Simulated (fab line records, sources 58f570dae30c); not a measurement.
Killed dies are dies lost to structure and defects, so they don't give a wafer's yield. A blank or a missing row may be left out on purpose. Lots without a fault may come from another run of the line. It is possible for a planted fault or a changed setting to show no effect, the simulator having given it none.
Comparing a struck lot with a sound one + flow berkeleyCmos170 + 14 steps out of a route of 331
Sound: the wafers L119.1, L119.3, L119.6. The struck wafers were L123.2, L123.3, L123.6. The cause is given at the end.
For every step that has rows: the tool of each side, followed by ch and its chambers, followed by its first start. Under that, the readings that differ: sound wafers + struck wafers + difference of the means + sigmas: that difference in standard deviations of wafers without a fault.
alike: words and numbers the same on both sides, and readings whose means are apart by under 2 such deviations; not compared: readings that were withheld, readings missing a value for some wafer, numbers with overlapping values and no deviation given by the record, and bounds like >300 which may hide the same value.
Wherever a step has rows on one side only, a row that says differs or no value, or a row with sigmas, the two part there. When numbers do not overlap yet have no deviation, they are printed without sigmas and do not part them. A reading missing from all wafers of one side parts the sides only when that side holds two or more wafers.

first, 4 steps without rows for these wafers: UCB170_NVT_SOFTBAKE_02 (time 60 s); UCB170_NVT_EXPOSE_03 (exposes mask PWELL, target cd 3000 nm); UCB170_NVT_PEB_04; UCB170_NVT_DEVELOP_05 (develop time 45 s).
UCB170_NVT_OVL_MEAS_06:
  sound: overlay-02 at day 6 06:16; struck: overlay-01 at day 7 04:22
  alike: NVT_OVL
after that, 1 step had no rows for these wafers: UCB170_NVT_IMPLANT_07.
UCB170_NVT_STRIP_08: strips in O2.
  sound on plasmaAsher-04 ch 0,1, day 6 06:28; struck on plasmaAsher-04 ch 0,1, day 7 04:33
| reading                  | sound             | struck            | difference | sigmas |
|--------------------------|-------------------|-------------------|------------|--------|
| stripTimeToEndpointS (s) | 21.73 21.73 21.77 | 21.52 21.56 21.53 | -0.21      | -3     |
  alike: chamberPressureMTorr, drypumpMotorCurrentA, oesProductAu
  not compared: rfHoursCounterH
UCB170_NVT_TW_MEAS_09:
  sound: filmMetro-04 at day 6 06:34; struck: filmMetro-01 at day 7 04:40
  alike: NVT_TW
then, 4 steps without rows for these wafers: UCB170_NVT_CLEAN_10 (cleans in SPM, time 600 s); UCB170_PVT_HMDS_00 (prime time 60 s); UCB170_PVT_COAT_01 (resist thk 900 nm); UCB170_PVT_SOFTBAKE_02 (time 60 s).
UCB170_PVT_EXPOSE_03: exposes mask NWELL, target cd 3000 nm.
  sound on krfScanner-02 ch 0, day 6 07:26; struck on krfScanner-01, day 7 05:36
  no value came back on the struck wafers for exposureDoseMJCm2, focusOffsetNm (nm); on the sound wafers exposureDoseMJCm2 reads 30.020 29.966 30.011
  alike: mask
after that, 1 step had no rows for these wafers: UCB170_PVT_PEB_04.

## WHERE THEY PART
Earliest at UCB170_NVT_STRIP_08; latest, in this record, at UCB170_PVT_EXPOSE_03.

WHY: what had been put in by the simulator
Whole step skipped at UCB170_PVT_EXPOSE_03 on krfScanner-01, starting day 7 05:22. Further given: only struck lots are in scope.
